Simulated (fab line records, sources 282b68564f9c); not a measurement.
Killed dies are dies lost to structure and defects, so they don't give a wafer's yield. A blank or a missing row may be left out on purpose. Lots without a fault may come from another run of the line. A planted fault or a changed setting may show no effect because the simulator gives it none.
fab line records | flow rit_cmos
record lots=7 wafers=21 last_day=7
route steps=202 shown PRETRO@72 GATE@75 FOX2@80 REOX@98 NLDD@103 SDANNEAL@155 M1@202
lots that met no fault: from a run of the same line without faults
start_h: hours from the record's first day to the start of the lot's first wafer shown | wait_h: hours since the lot's step before | " the same as in the row above | L1.1+2: a row that stands for several wafers | - no value, or no start given | * or withheld: withheld | < > ~ a bound
route shown NAME@n: a module of which the file shows steps, and the number in the route of the first | usual: mean/standard deviation of fault-free wafers | same: alike in all rows | chamber/n: place in a boat | sites: the reading at each site | _std_site: their standard deviation | _edge_site: outer sites' mean less inner sites' | radius_mm: how far each site lies from the wafer's centre | mask NAME#n: copy n | behind: the tool/chamber that last shaped the wafer | hold: why the lot was held/for how many hours/how that ended | device: the transistor (n, p or np) that didn't switch | end of line: the same wafers' tests at the end of the route | a step without rows: its recipe alone | killed: dies lost to structure and defects at the first sort, not the wafer's yield | map: a wafer's dies, x killed, . not, _ none there
set.NAME: the setting as run; set.NAME@STEP: as run at that earlier step | model.NAME: the simulator's own value behind a step, which no gauge read
lots at some steps of the route; a table a step, a row a wafer
services: from which hour (start_h, from the record's first day; less than 0 if before it) a tool's chamber was out of use, for how many hours, and why
## steps
# step RIT_PRETRO_IMPLANT_08
# recipe species=B energy_kev=45 dose_cm2=1.2e+13 tilt_deg=7
# step RIT_PRETRO_STRIP_09
# recipe chemistry=O2 time_s=180 resist=NOVOLAK platen_temp_c=withheld power_w=500 pressure_mtorr=4000 o2_flow_sccm=4000
# usual drypump_motor_current_A=5.6/0.46
# same time_s=180
# columns lot.wafer tool chamber start_h wait_h drypump_motor_current_A rf_hours_counter_h
L135.1 plasma_asher-01 1 48.91 0.1 5.5 42
L135.2 " 0 " " 5.8 42
L135.3 " 0 " " 5.8 -
L138.1 plasma_asher-01 1 63.66 0.1 5.5 44
L138.2 " 0 " " 5.8 44
L138.5 " 0 " " 5.8 -
L143.2 plasma_asher-04 0 92.98 0.1 5.3 41
L143.3 " 1 " " 5.2 -
L143.4 " 0 " " 5.2 -
L144.2 plasma_asher-03 0 99.47 0.1 6.0 27
L144.4 " 1 " " 6.4 -
L144.5 " 0 " " 6.0 -
L145.1 plasma_asher-03 0 107.15 0.1 6.0 28
L145.2 " 1 " " 6.4 28
L145.3 " 1 " " 6.4 -
L153.1 plasma_asher-03 0 141.15 0.1 6.0 31
L153.3 " 1 " " 6.4 -
L153.5 " 0 " " 6.0 -
L155.2 plasma_asher-01 0 150.18 0.1 5.8 4
L155.3 " 0 " " 5.8 -
L155.5 " 0 " " 5.8 -
# step RIT_PRETRO_TW_MEAS_10
# usual PRETRO_TW=477/4.6
# columns lot.wafer tool chamber start_h wait_h PRETRO_TW
L135.1 film_metro-04 - 49.09 0.1 468
L135.2 " - " " 470
L135.3 " - " " 471
L138.1 film_metro-03 - 63.83 0.1 481
L138.2 " - " " 480
L138.5 " - " " 483
L143.2 film_metro-04 - 93.16 0.1 473
L143.3 " - " " 473
L143.4 " - " " 473
L144.2 film_metro-02 - 99.65 0.1 475
L144.4 " - " " 474
L144.5 " - " " 474
L145.1 film_metro-02 - 107.35 0.1 475
L145.2 " - " " 473
L145.3 " - " " 476
L153.1 film_metro-03 - 141.32 0.1 482
L153.3 " - " " 478
L153.5 " - " " 478
L155.2 film_metro-03 - 150.36 0.1 480
L155.3 " - " " 482
L155.5 " - " " 484
# step RIT_GATE_WET_ETCH_00
# recipe chemistry=BOE target=SiO2 target_depth_nm=56 time_s=60 dry=n2_spin dilution=10:1 temp_c=21.5
# step RIT_GATE_CLEAN_01
# recipe chemistry=SC1 mix=3:3:50 time_s=607.7 temp_c=75
# step RIT_GATE_CLEAN_02
# recipe chemistry=dHF dilution=50:1 time_s=30
# step RIT_GATE_CLEAN_03
# recipe chemistry=SC2 mix=3:3:50 time_s=600 temp_c=75 dry=n2_spin
# step RIT_GATE_CLEAN_04
# recipe chemistry=dHF dilution=50:1 time_s=60 dry=n2_spin
# step RIT_FOX2_THK_MEAS_91
# recipe reads=SiO2_of_FOX2_OXIDATION_00
# usual FIELD_OXIDE_LEFT_2_THK=250/6.2
# columns lot.wafer tool chamber start_h wait_h FIELD_OXIDE_LEFT_2_THK[nm]
L135.1 film_metro-02 - 49.57 0.0 240
L135.2 " - " " 242
L135.3 " - " " 241
L138.1 film_metro-03 - 64.31 0.0 248
L138.2 " - " " 251
L138.5 " - " " 250
L143.2 film_metro-02 - 93.67 0.0 249
L143.3 " - " " 248
L143.4 " - " " 249
L144.2 film_metro-02 - 100.19 0.1 233
L144.4 " - " " 242
L144.5 " - " " 234
L145.1 film_metro-01 - 107.96 0.0 238
L145.2 " - " " 237
L145.3 " - " " 240
L153.1 film_metro-03 - 141.80 0.0 248
L153.3 " - " " 252
L153.5 " - " " 251
L155.2 film_metro-03 - 150.87 0.0 249
L155.3 " - " " 251
L155.5 " - " " 251
# step RIT_GATE_OXIDATION_05
# recipe temp_c=900 ambient=O2 target_thk_a=30 ox_time_s=270
# step RIT_GATE_ANNEAL_06
# recipe temp_c=900 time_s=600 ambient=N2O
# step RIT_GATE_THK_MEAS_07
# recipe reads=SiO2_of_GATE_OXIDATION_05
# usual GATE_OXIDE_THK=2.98/0.061
# columns lot.wafer tool chamber start_h wait_h GATE_OXIDE_THK[nm]
L135.1 film_metro-02 - 50.95 0.0 2.92
L135.2 " - " " 2.95
L135.3 " - " " 2.95
L138.1 film_metro-01 - 65.88 0.0 3.03
L138.2 " - " " 3.05
L138.5 " - " " 2.98
L143.2 film_metro-02 - 101.09 0.0 2.91
L143.3 " - " " 2.99
L143.4 " - " " 2.93
L144.2 film_metro-02 - 107.58 0.0 2.93
L144.4 " - " " 3.01
L144.5 " - " " 2.99
L145.1 film_metro-02 - 122.37 0.0 3.04
L145.2 " - " " 3.01
L145.3 " - " " 2.99
L153.1 film_metro-03 - 147.06 0.0 3.04
L153.3 " - " " 3.13
L153.5 " - " " 3.01
L155.2 film_metro-02 - 153.28 0.0 3.02
L155.3 " - " " 3.04
L155.5 " - " " 3.06
# step RIT_GATE_CVD_08
# recipe material=poly-Si target_thk_nm=250 temp_c=610 precursor=SiH4 time_s=2220 pressure_mtorr=300 sih4_flow_sccm=100
# usual pressure_mtorr=299.9/0.54 spike_tc_centre_C=611.9/1.7 zone_power_load_pct=13.0/1.2
# columns lot.wafer tool chamber start_h wait_h pressure_mtorr spike_tc_centre_C zone_power_load_pct model.poly-Si_of_GATE_CVD_08.thk_nm
L135.1 lpcvd-01 1 51.01 0.1 300.7 612.0 12.0 249.1
L135.2 " 1 " " 300.5 611.7 12.1 247.9
L135.3 " 1 " " 299.9 610.8 12.3 248.8
L138.1 lpcvd-02 1 65.94 0.1 300.4 611.8 12.2 249.8
L138.2 " 1 " " 299.6 610.9 12.1 247.5
L138.5 " 1 " " 299.8 610.6 12.0 249.2
L143.2 lpcvd-01 0 101.14 0.0 300.1 609.8 13.0 258.9
L143.3 " 0 " " 300.8 612.0 12.9 258.3
L143.4 " 0 " " 300.0 609.5 12.6 258.5
L144.2 lpcvd-01 0 107.63 0.0 299.4 611.8 12.7 259.6
L144.4 " 0 " " 299.8 611.5 13.1 260
L144.5 " 0 " " 299.7 612.9 12.9 259.2
L145.1 lpcvd-01 0 122.43 0.1 300.0 611.0 12.9 260.1
L145.2 " 0 " " 299.8 610.5 13.0 260
L145.3 " 0 " " 299.9 612.0 13.0 258.7
L153.1 lpcvd-02 1 147.12 0.1 300.9 610.8 12.2 249
L153.3 " 1 " " 300.1 611.1 12.0 248.4
L153.5 " 1 " " 300.3 612.2 12.1 250
L155.2 lpcvd-02 1 153.53 0.2 299.6 610.6 12.2 248.7
L155.3 " 1 " " 300.3 612.6 12.1 248.9
L155.5 " 1 " " 300.0 611.7 12.3 249.6
# step RIT_GATE_THK_MEAS_09
# recipe reads=poly-Si_of_GATE_CVD_08
# usual GATE_POLY_THK=248.7/1.7
# columns lot.wafer tool chamber start_h wait_h GATE_POLY_THK[nm]
L135.1 film_metro-02 - 52.63 0.0 249.1
L135.2 " - " " 247.8
L135.3 " - " " 248.7
L138.1 film_metro-01 - 67.56 0.0 249.6
L138.2 " - " " 247.3
L138.5 " - " " 249.1
L143.2 film_metro-01 - 102.77 0.0 258.9
L143.3 " - " " 258.3
L143.4 " - " " 258.7
L144.2 film_metro-02 - 109.26 0.0 259.6
L144.4 " - " " 260.1
L144.5 " - " " 259.1
L145.1 film_metro-01 - 124.05 0.0 260.3
L145.2 " - " " 259.9
L145.3 " - " " 258.9
L153.1 film_metro-02 - 148.74 0.0 249.0
L153.3 " - " " 248.5
L153.5 " - " " 250.1
L155.2 film_metro-03 - 155.16 0.0 248.7
L155.3 " - " " 248.9
L155.5 " - " " 249.5
# step RIT_GATE_HMDS_10
# recipe prime_time_s=60 prime_temp_c=140
# step RIT_GATE_COAT_11
# recipe resist=NOVOLAK spin_rpm=4250 resist_thk_nm=850
# step RIT_GATE_SOFTBAKE_12
# recipe resist=NOVOLAK temp_c=90 time_s=58.07
# step RIT_GATE_EXPOSE_13
# recipe mask_id=M6 na=0.6 source_shape=conventional sigma_outer=0.6 target_cd_nm=150 dose_mj=380
# step RIT_GATE_PEB_14
# recipe resist=NOVOLAK temp_c=withheld time_s=withheld
# step RIT_GATE_DEVELOP_15
# recipe resist=NOVOLAK develop_time_s=50 dev_temp_c=23
# step RIT_GATE_CD_MEAS_16
# recipe target_cd_nm=150
# usual cd_nm=151.1/2.1
# columns lot.wafer tool chamber start_h wait_h cd_nm
L135.1 cd_sem-02 - 53.66 - 150.0
L135.2 " - " " 147.9
L135.3 " - " " 147.4
L138.1 cd_sem-02 - 68.60 - 150.9
L138.2 " - " " 150.6
L138.5 " - " " 149.8
L143.2 cd_sem-01 - 103.81 - 151.8
L143.3 " - " " 150.0
L143.4 " - " " 151.0
L144.2 cd_sem-02 - 110.30 - 152.6
L144.4 " - " " 153.5
L144.5 " - " " 150.6
L145.1 cd_sem-02 - 124.96 - 148.6
L145.2 " - " " 149.8
L145.3 " - " " 147.4
L153.1 cd_sem-02 - 150.01 - 153.0
L153.3 " - " " 150.8
L153.5 " - " " 151.3
L155.2 cd_sem-02 - 156.43 - 152.5
L155.3 " - " " 153.5
L155.5 " - " " 150.6
# step RIT_GATE_OVL_MEAS_17
# usual GATE_OVL=-0.3/1.4
# columns lot.wafer tool chamber start_h wait_h GATE_OVL[nm]
L135.1 overlay-02 - 53.78 0.1 -1.3
L135.2 " - " " -2.2
L135.3 " - " " -0.4
L138.1 overlay-02 - 68.72 0.1 1.7
L138.2 " - " " 0.0
L138.5 " - " " 1.0
L143.2 overlay-01 - 103.92 0.1 -1.8
L143.3 " - " " -2.1
L143.4 " - " " -2.6
L144.2 overlay-02 - 110.41 0.1 -0.1
L144.4 " - " " -1.2
L144.5 " - " " 1.1
L145.1 overlay-01 - 125.08 0.1 -0.4
L145.2 " - " " 1.5
L145.3 " - " " -0.9
L153.1 overlay-01 - 150.13 0.1 -1.3
L153.3 " - " " -0.3
L153.5 " - " " -0.9
L155.2 overlay-01 - 156.53 0.1 1.3
L155.3 " - " " 1.8
L155.5 " - " " 2.7
# step RIT_GATE_HARDBAKE_18
# recipe resist=NOVOLAK temp_c=140 time_s=60
# step RIT_GATE_ETCH_19
# recipe chemistry=SF6/CHF3/O2 time_s=165 SF6_flow_sccm=30 CHF3_flow_sccm=30 O2_flow_sccm=5 target=poly-Si pressure_mtorr=40 rf_w=160 target_depth_a=3125 over_etch_frac=0.25 stop_on=SiO2
# usual drypump_motor_current_A=5.87/0.26 he_backside_leak_sccm=2.7/0.39 oes_product_au=0.848/0.015 throttle_valve_pct=10.25/0.14
# same time_s=165
# columns lot.wafer tool chamber start_h wait_h drypump_motor_current_A he_backside_leak_sccm oes_product_au rf_hours_counter_h throttle_valve_pct model.GATE.feature_depth_nm model.etch.depth_nm
L135.1 rie_si-01 0 53.97 0.1 5.42 2.7 0.855 163 10.16 249.1 249.1
L135.2 " 1 " " 6.08 2.6 0.834 14 10.13 247.9 247.9
L135.3 " 3 " " 5.94 3.4 0.861 105 10.27 248.8 248.8
L138.1 rie_si-02 1 69.00 0.1 5.92 2.6 0.867 82 10.51 249.8 249.8
L138.2 " 0 " " 6.17 2.3 0.849 7 10.44 247.5 247.5
L138.5 " 2 " " 5.45 2.4 0.863 - 10.28 249.2 249.2
L143.2 rie_si-01 2 104.10 0.1 5.87 2.6 0.888 60 10.18 258.9 258.9
L143.3 " 3 " " 5.94 3.7 0.886 106 10.26 258.3 258.3
L143.4 " 1 " " 6.06 2.6 0.856 14 10.12 258.5 258.5
L144.2 rie_si-02 0 110.59 0.1 6.16 2.2 0.879 7 10.43 259.6 259.6
L144.4 " 0 " " 6.16 2.5 0.877 - 10.43 260 260
L144.5 " 3 " " 6.09 2.6 0.858 - 10.08 259.2 259.2
L145.1 rie_si-01 0 125.26 0.1 5.40 2.4 0.853 0 10.17 260.1 260.1
L145.2 " 2 " " 5.86 2.6 0.884 60 10.17 260 260
L145.3 " 1 " " 6.09 2.7 0.865 14 10.09 258.7 258.7
L153.1 rie_si-02 3 150.41 0.1 6.04 2.7 0.842 1 10.10 249 249
L153.3 " 2 " " 5.46 2.6 0.865 21 10.28 248.4 248.4
L153.5 " 2 " " 5.44 2.6 0.872 - 10.26 250 250
L155.2 rie_si-02 0 156.80 0.1 6.13 2.4 0.845 7 10.43 248.7 248.7
L155.3 " 3 " " 5.99 3.1 0.841 1 10.09 248.9 248.9
L155.5 " 3 " " 6.02 3.0 0.838 - 10.09 249.6 249.6
# step RIT_GATE_STRIP_20
# recipe chemistry=O2 time_s=180 resist=NOVOLAK platen_temp_c=withheld power_w=500 pressure_mtorr=4000 o2_flow_sccm=4000
# usual drypump_motor_current_A=6.1/0.38
# same time_s=180
# columns lot.wafer tool chamber start_h wait_h drypump_motor_current_A rf_hours_counter_h
L135.1 plasma_asher-02 0 54.08 0.1 6.6 42
L135.2 " 1 " " 6.3 42
L135.3 " 0 " " 6.6 -
L138.1 plasma_asher-02 1 69.10 0.1 6.3 44
L138.2 " 0 " " 6.6 44
L138.5 " 0 " " 6.6 -
L143.2 plasma_asher-02 0 104.21 0.1 6.6 48
L143.3 " 1 " " 6.3 -
L143.4 " 0 " " 6.6 -
L144.2 plasma_asher-03 1 110.70 0.1 6.4 28
L144.4 " 1 " " 6.4 -
L144.5 " 1 " " 6.4 -
L145.1 plasma_asher-01 0 125.37 0.1 5.8 0
L145.2 " 1 " " 5.5 0
L145.3 " 0 " " 5.8 -
L153.1 plasma_asher-03 1 150.51 0.1 6.4 33
L153.3 " 0 " " 6.0 -
L153.5 " 1 " " 6.4 -
L155.2 plasma_asher-03 1 156.91 0.1 6.4 33
L155.3 " 1 " " 6.4 -
L155.5 " 1 " " 6.4 -
# step RIT_GATE_CD_MEAS_90
# recipe target_cd_nm=150
# usual cd_nm=151.0/2.1
# columns lot.wafer tool chamber start_h wait_h cd_nm
L135.1 cd_sem-01 - 54.25 0.1 149.9
L135.2 " - " " 147.9
L135.3 " - " " 147.3
L138.1 cd_sem-01 - 69.28 0.1 150.8
L138.2 " - " " 150.9
L138.5 " - " " 149.7
L143.2 cd_sem-02 - 104.40 0.1 151.4
L143.3 " - " " 149.9
L143.4 " - " " 151.1
L144.2 cd_sem-01 - 110.89 0.1 152.4
L144.4 " - " " 153.4
L144.5 " - " " 150.5
L145.1 cd_sem-02 - 125.55 0.1 148.2
L145.2 " - " " 149.7
L145.3 " - " " 147.0
L153.1 cd_sem-01 - 150.69 0.1 152.9
L153.3 " - " " 150.7
L153.5 " - " " 151.5
L155.2 cd_sem-02 - 157.10 0.1 151.8
L155.3 " - " " 153.2
L155.5 " - " " 150.8
# step RIT_REOX_CLEAN_00
# recipe chemistry=SC1 mix=3:3:50 time_s=572.7 temp_c=75
# step RIT_REOX_CLEAN_01
# recipe chemistry=dHF dilution=50:1 time_s=30
# step RIT_REOX_CLEAN_02
# recipe chemistry=SC2 mix=3:3:50 time_s=600 temp_c=75 dry=n2_spin
# step RIT_REOX_OXIDATION_03
# recipe temp_c=900 ambient=O2 target_thk_a=252 ox_time_s=5580
# step RIT_REOX_THK_MEAS_04
# recipe reads=SiO2_of_REOX_OXIDATION_03
# usual REOX_OXIDE_THK=24.9/0.43
# columns lot.wafer tool chamber start_h wait_h REOX_OXIDE_THK[nm]
L135.1 film_metro-01 - 58.35 0.0 25.5
L135.2 " - " " 25.5
L135.3 " - " " 25.0
L138.1 film_metro-04 - 73.84 0.0 24.7
L138.2 " - " " 24.0
L138.5 " - " " 24.7
L143.2 film_metro-01 - 110.13 0.0 25.0
L143.3 " - " " 24.5
L143.4 " - " " 24.7
L144.2 film_metro-04 - 121.06 0.0 24.8
L144.4 " - " " 25.2
L144.5 " - " " 25.0
L145.1 film_metro-04 - 128.58 0.0 25.1
L145.2 " - " " 25.2
L145.3 " - " " 25.2
L153.1 film_metro-04 - 154.60 0.0 25.2
L153.3 " - " " 25.4
L153.5 " - " " 25.2
L155.2 film_metro-04 - 160.69 0.0 25.1
L155.3 " - " " 25.1
L155.5 " - " " 24.8
# step RIT_NLDD_HMDS_00
# recipe prime_time_s=60 prime_temp_c=140
# step RIT_NLDD_COAT_01
# recipe resist=NOVOLAK spin_rpm=3250 resist_thk_nm=1000
# step RIT_NLDD_SOFTBAKE_02
# recipe resist=NOVOLAK temp_c=90 time_s=60
# step RIT_NLDD_EXPOSE_03
# recipe mask_id=M7 na=0.57 target_cd_nm=40700 dose_mj=250
# step RIT_NLDD_PEB_04
# recipe resist=NOVOLAK temp_c=withheld time_s=withheld
# step RIT_NLDD_DEVELOP_05
# recipe resist=NOVOLAK develop_time_s=50 dev_temp_c=23
# step RIT_NLDD_OVL_MEAS_06
# usual NLDD_OVL=-0.2/1.6
# columns lot.wafer tool chamber start_h wait_h NLDD_OVL[nm]
L135.1 overlay-01 - 59.40 - 0.0
L135.2 " - " " -1.6
L135.3 " - " " -1.2
L138.1 overlay-02 - 74.87 - -0.4
L138.2 " - " " -1.7
L138.5 " - " " -2.4
L143.2 overlay-02 - 111.04 - -0.5
L143.3 " - " " -0.7
L143.4 " - " " -0.3
L144.2 overlay-01 - 121.96 - -2.9
L144.4 " - " " -1.8
L144.5 " - " " -2.4
L145.1 overlay-01 - 129.94 - 0.9
L145.2 " - " " 1.7
L145.3 " - " " 1.6
L153.1 overlay-02 - 156.19 - -0.8
L153.3 " - " " -1.0
L153.5 " - " " 0.9
L155.2 overlay-01 - 161.83 - -0.8
L155.3 " - " " -0.4
L155.5 " - " " -3.2
# step RIT_NLDD_HARDBAKE_07
# recipe resist=NOVOLAK temp_c=140 time_s=60
# step RIT_NLDD_IMPLANT_08
# recipe species=P energy_kev=20 dose_cm2=5e+14 tilt_deg=7
# step RIT_NLDD_STRIP_09
# recipe chemistry=O2 time_s=180 resist=NOVOLAK platen_temp_c=withheld power_w=500 pressure_mtorr=4000 o2_flow_sccm=4000
# usual drypump_motor_current_A=5.9/0.58
# same time_s=180
# columns lot.wafer tool chamber start_h wait_h drypump_motor_current_A rf_hours_counter_h
L135.1 plasma_asher-02 1 59.73 0.1 6.3 43
L135.2 " 0 " " 6.6 43
L135.3 " 1 " " 6.3 -
L138.1 plasma_asher-04 1 75.21 0.1 5.2 40
L138.2 " 0 " " 5.3 40
L138.5 " 0 " " 5.3 -
L143.2 plasma_asher-02 1 111.37 0.1 6.3 49
L143.3 " 1 " " 6.3 -
L143.4 " 0 " " 6.6 -
L144.2 plasma_asher-04 0 122.29 0.1 5.3 44
L144.4 " 0 " " 5.2 -
L144.5 " 0 " " 5.2 -
L145.1 plasma_asher-04 1 130.28 0.1 5.1 45
L145.2 " 0 " " 5.2 45
L145.3 " 1 " " 5.1 -
L153.1 plasma_asher-02 0 156.53 0.1 6.6 53
L153.3 " 1 " " 6.3 -
L153.5 " 1 " " 6.3 -
L155.2 plasma_asher-02 1 162.16 0.1 6.3 54
L155.3 " 0 " " 6.6 -
L155.5 " 0 " " 6.6 -
# step RIT_NLDD_TW_MEAS_10
# usual NLDD_TW=2476/14
# columns lot.wafer tool chamber start_h wait_h NLDD_TW
L135.1 film_metro-01 - 59.91 0.1 2499
L135.2 " - " " 2496
L135.3 " - " " 2483
L138.1 film_metro-01 - 75.38 0.1 2485
L138.2 " - " " 2490
L138.5 " - " " 2490
L143.2 film_metro-02 - 111.55 0.1 2483
L143.3 " - " " 2489
L143.4 " - " " 2493
L144.2 film_metro-04 - 122.48 0.1 2468
L144.4 " - " " 2471
L144.5 " - " " 2457
L145.1 film_metro-04 - 130.45 0.1 2465
L145.2 " - " " 2451
L145.3 " - " " 2454
L153.1 film_metro-01 - 156.70 0.1 2465
L153.3 " - " " 2456
L153.5 " - " " 2465
L155.2 film_metro-02 - 162.35 0.1 2488
L155.3 " - " " 2483
L155.5 " - " " 2493
# step RIT_SDANNEAL_CLEAN_02
# recipe chemistry=SC2 mix=3:3:50 time_s=600 temp_c=75 dry=n2_spin
# usual bath_heat_duty_pct=15.2/1.2
# same time_s=600
# columns lot.wafer tool chamber start_h wait_h bath_heat_duty_pct model.poly-Si_of_GATE_CVD_08.thk_nm
L135.1 wet_bench-04 1 67.07 0.0 16.3 162
L135.2 " 1 " " 15.1 162.3
L135.3 " 1 " " 14.6 161.9
L138.1 wet_bench-02 3 82.55 0.0 15.5 164.2
L138.2 " 3 " " 13.5 161.5
L138.5 " 3 " " 15.4 163.4
L143.2 wet_bench-02 2 118.68 0.0 13.6 172.9
L143.3 " 2 " " 14.5 172
L143.4 " 2 " " 13.8 172
L144.2 wet_bench-01 2 130.31 0.0 15.5 173.9
L144.4 " 2 " " 14.4 173.8
L144.5 " 2 " " 14.6 173.9
L145.1 wet_bench-04 1 138.76 0.0 16.6 172.5
L145.2 " 1 " " 16.4 173.8
L145.3 " 1 " " 17.4 171.5
L153.1 wet_bench-01 1 166.05 0.0 13.6 163.5
L153.3 " 1 " " 13.6 161.2
L153.5 " 1 " " 12.5 165.6
L155.2 wet_bench-02 0 169.77 0.0 15.0 163.3
L155.3 " 0 " " 14.4 162
L155.5 " 0 " " 14.5 162.3
# step RIT_M1_PROBE_99
# usual killed_at_M0_to_M3=0.0/0.12 killed_at_contacts=0.1/0.23 killed_at_front_end=6.6/2.9 killed_dies=6.7/3 killed_open=3.5/2.1 killed_short=3.2/1.8
# same gross_dies=264 killed_at_M4_up=0 killed_at_back_side=0 killed_at_other=0
# columns lot.wafer tool chamber start_h wait_h killed_at_M0_to_M3 killed_at_contacts killed_at_front_end killed_dies killed_open killed_short model.etest.poly_comb_over_steps.leak_log10_a_um
L135.1 prober-01 - 74.73 0.1 0 0 3 3 1 2 -12.72
L135.2 prober-01 - 74.78 0.1 0 0 7 7 4 3 -12.89
L135.3 prober-01 - 74.83 0.2 0 0 4 4 2 2 -12.8
L138.1 prober-01 - 90.19 0.1 0 0 3 3 1 2 -12.87
L138.2 prober-01 - 90.24 0.1 0 0 3 3 1 2 -12.84
L138.5 prober-01 - 90.39 0.2 0 0 3 3 1 2 -12.81
L143.2 prober-01 - 126.90 0.1 0 0 4 4 1 3 -11.32
L143.3 prober-01 - 126.95 0.2 0 0 8 8 4 4 -12.81
L143.4 prober-01 - 127.00 0.2 1 0 6 7 4 3 -12.22
L144.2 prober-02 - 138.10 0.1 0 0 5 5 3 2 -12.77
L144.4 prober-02 - 138.20 0.2 0 0 2 2 0 2 -12.77
L144.5 prober-02 - 138.25 0.2 0 0 6 6 4 2 -12.09
L145.1 prober-01 - 147.09 0.1 0 0 2 2 1 1 -12.24
L145.2 prober-01 - 147.14 0.1 0 0 4 4 3 1 -10.44
L145.3 prober-01 - 147.19 0.2 0 1 7 8 5 3 -11.67
L153.1 prober-01 - 174.16 0.1 0 0 7 7 4 3 -12.67
L153.3 prober-01 - 174.26 0.2 0 0 5 5 1 4 -12.73
L153.5 prober-01 - 174.36 0.2 0 0 4 4 4 0 -12.88
L155.2 prober-02 - 177.67 0.1 0 0 5 5 2 3 -12.81
L155.3 prober-02 - 177.72 0.2 0 0 5 5 0 5 -12.66
L155.5 prober-02 - 177.82 0.2 0 0 9 9 6 3 -12.8
# killed by level:class
L135.1 GATE:geometric_particle:short=1 GATE:geometric_particle:open=1 SILICIDE:geometric_particle:short=1
L135.2 SILICIDE:geometric_particle:open=3 SILICIDE:geometric_particle:short=2 GATE:geometric_particle:open=1 SPACER:geometric_particle:short=1
L135.3 FOX1:geometric_particle:short=1 FOX1:geometric_particle:open=1 SILICIDE:geometric_particle:short=1 SILICIDE:geometric_particle:open=1
L138.1 GATE:geometric_particle:open=1 REOX:geometric_particle:short=1 SPACER:geometric_particle:short=1
L138.2 FOX2:geometric_particle:open=1 GATE:geometric_particle:short=1 SILICIDE:geometric_particle:short=1
L138.5 GATE:geometric_particle:short=2 GATE:geometric_particle:open=1
L143.2 GATE:geometric_particle:short=3 GATE:geometric_particle:open=1
L143.3 GATE:geometric_particle:open=2 REOX:geometric_particle:open=2 FOX2:geometric_particle:short=1 GATE:geometric_particle:short=1 REOX:geometric_particle:short=1 SILICIDE:geometric_particle:short=1
L143.4 GATE:geometric_particle:open=3 FOX2:geometric_particle:short=1 GATE:geometric_particle:short=1 REOX:geometric_particle:open=1 M1:geometric_particle:short=1
L144.2 GATE:geometric_particle:open=1 GATE:geometric_particle:short=1 REOX:geometric_particle:open=1 SPACER:geometric_particle:short=1 SILICIDE:geometric_particle:open=1
L144.4 GATE:geometric_particle:short=1 SPACER:geometric_particle:short=1
L144.5 FOX1:geometric_particle:open=2 SPACER:geometric_particle:short=2 ACTIVE:geometric_particle:open=1 SPACER:geometric_particle:open=1
L145.1 SPACER:geometric_particle:open=1 SPACER:geometric_particle:short=1
L145.2 SPACER:geometric_particle:open=2 GATE:geometric_particle:open=1 GATE:geometric_particle:short=1
L145.3 FOX1:geometric_particle:open=1 FOX2:geometric_particle:short=1 GATE:geometric_particle:short=1 REOX:geometric_particle:open=1 SPACER:geometric_particle:open=1 SILICIDE:geometric_particle:short=1 SILICIDE:geometric_particle:open=1 CONTACT:geometric_particle:open=1
L153.1 GATE:geometric_particle:open=4 GATE:geometric_particle:short=3
L153.3 FOX2:geometric_particle:short=1 GATE:geometric_particle:short=1 SPACER:geometric_particle:short=1 SPACER:geometric_particle:open=1 SILICIDE:geometric_particle:short=1
L153.5 FOX2:geometric_particle:open=1 GATE:geometric_particle:open=1 SPACER:geometric_particle:open=1 SILICIDE:geometric_particle:open=1
L155.2 FOX1:geometric_particle:short=1 FOX2:geometric_particle:open=1 GATE:geometric_particle:short=1 GATE:geometric_particle:open=1 SPACER:geometric_particle:short=1
L155.3 GATE:geometric_particle:short=4 FOX2:geometric_particle:short=1
L155.5 GATE:geometric_particle:short=3 GATE:geometric_particle:open=2 FOX1:geometric_particle:open=1 FOX2:geometric_particle:open=1 SPACER:geometric_particle:open=1 SILICIDE:geometric_particle:open=1
## services
# columns tool chamber start_h hours kind
rie_si-02 3 38.32 1.2 repair
plasma_asher-02 - 39.68 0.8 repair
plasma_asher-03 - 42.53 45.4 repair
rie_si-01 0 55.52 10.2 repair
rie_si-01 0 65.69 - clean
rie_si-01 0 65.69 14.4 scheduled_down
rie_si-01 0 65.69 14.4 vent_cycle
rie_si-02 1 102.89 7.9 repair
plasma_asher-01 - 108.75 9.0 pm
plasma_asher-01 0 108.75 9.0 vent_cycle
plasma_asher-01 1 108.75 9.0 vent_cycle
plasma_asher-02 - 111.76 0.5 repair
plasma_asher-01 0 117.75 - clean
plasma_asher-01 1 117.75 - clean
plasma_asher-02 - 127.91 2.8 pm
rie_si-01 - 156.02 0.3 repair
## key
first_sign step=RIT_GATE_THK_MEAS_09 reading=GATE_POLY_THK direction=up sigmas=6.3 usual=248.7 struck=259.3
effect none on later readings
model_effect step=RIT_GATE_CVD_08 value=poly-Si_of_GATE_CVD_08.thk_nm without=249.5 struck=259.3
model_effect step=RIT_GATE_ETCH_19 value=GATE.feature_depth_nm without=249.5 struck=259.3
model_effect step=RIT_SDANNEAL_CLEAN_02 value=poly-Si_of_GATE_CVD_08.thk_nm without=163.2 struck=172.9
model_effect step=RIT_M1_PROBE_99 value=etest.poly_comb_over_steps.leak_log10_a_um without=-12.76 struck=-12.04
met_at RIT_GATE_CVD_08
struck_wafers L143.2,L143.3,L143.4,L144.2,L144.4,L144.5,L145.1,L145.2,L145.3
tester_left_out L143,L144,L145
onset_between 51.01 101.14
fault kind=process_parameter_drift tool=lpcvd-01 chamber=- onset_h=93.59 steps=RIT_GATE_CVD_08 channel=target_thk_nm offset=9.7245 shape=step end_h=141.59 acts_in=these_recipes_only stated=250
# tester_left_out: of these lots the tester's yield and bins aren't shown, on N5 and GAA mostly nor the transistor test; their killed dies are dies lost to structure and defects alone, not to doping, threshold or leakage, so they don't give the yield
